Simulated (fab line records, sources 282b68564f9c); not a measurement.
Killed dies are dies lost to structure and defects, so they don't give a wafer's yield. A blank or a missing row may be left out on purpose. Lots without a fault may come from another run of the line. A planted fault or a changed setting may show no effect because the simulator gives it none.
Problem report in the 8D (eight disciplines) form, filled by code | flow rit_cmos | the parts of the form that need people (team, actions taken, sign-off) are left out

1. THE PROBLEM
oes_product_au at RIT_ACTIVE_ETCH_13 reads a mean of 0.718 a.u. on 1 wafer of 1 lot; wafers without a fault read 0.826 a.u. with a standard deviation of 0.015. That is -7.2 standard deviations from the usual mean.
The step: etches Si3N4 in SF6, stops on SiO2, time 210 s, target depth 210 nm.
First seen on wafer L614.4, day 5 14:42, on rie_diel-01. The record holds 15 wafers of 5 lots with a number at this step. Rule for "out", or "out of limits": more than 4 standard deviations from the usual mean. The other wafers with a number count as sound.

2. WHAT IT IS AND WHAT IT IS NOT
question                    | is               | is not
which readings at this step | oes_product_au   | drypump_motor_current_A, throttle_valve_pct
which lots                  | L614             | L596, L602, L611, L618
which wafers of those lots  | L614.4           | L614.1, L614.2
read on which tools         | rie_diel-01      | rie_diel-03, rie_diel-04
when                        | from day 5 14:42 | up to then (11 sound wafers); but 3 sound wafers of L618 came after

3. SUSPECTS, AND WHAT RULES EACH OUT
Counting: a tool at a process step up to the reading stays a suspect if it ran every lot that is out. Sound lots after the first of them don't rule it out here, since some wafers of a struck lot are sound.
- rie_diel-01 at RIT_ACTIVE_ETCH_13 (etches Si3N4 in SF6, stops on SiO2, time 210 s, target depth 210 nm): kept. It ran the lot that is out, L614 (day 5 14:42); its last sound lot up to then is L611 (day 5 00:11). Its own readings are out on those wafers: oes_product_au.
- Within rie_diel-01 at RIT_ACTIVE_ETCH_13: the wafers that are out ran in chamber 2; their sound lot-mates ran in chambers 0, 3.
Left after counting: rie_diel-01 at RIT_ACTIVE_ETCH_13.

4. THE CAUSE (what the simulator had put in)
Process parameter drift: rie_diel-01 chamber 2, from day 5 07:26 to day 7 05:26, at RIT_ACTIVE_ETCH_13. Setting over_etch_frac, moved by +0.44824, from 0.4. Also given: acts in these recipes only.
Counting left only this tool.

5. THE CHAIN OF EFFECTS, in route order
Each row: a reading whose mean over the struck wafers that have a number lies more than 3 standard deviations from the usual. Only readings for which the record gives a usual standard deviation are gone through. hours: the time from each lot's start at the first step in this table that gives one to its start at this step, as a median over the lots. sigmas: the change in usual standard deviations.
hours | step               | reading        | usual      | on struck wafers | change | sigmas
0     | RIT_ACTIVE_ETCH_13 | oes_product_au | 0.826 a.u. | 0.718            | -0.108 | -7.2
The process steps in it:
- RIT_ACTIVE_ETCH_13: etches Si3N4 in SF6, stops on SiO2, time 210 s, target depth 210 nm.
Later measuring or inspecting steps at which every struck wafer that the step has a row for has a number for every such reading, and none has moved that far: RIT_ACTIVE_CD_MEAS_90, RIT_FOX1_THK_MEAS_01, RIT_FOX2_THK_MEAS_01, RIT_FOX2_THK_MEAS_90.

6. WHAT WOULD HAVE CAUGHT IT SOONER
In this record the first reading out of limits was taken at day 5 14:42, 7 hours after the fault began at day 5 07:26.
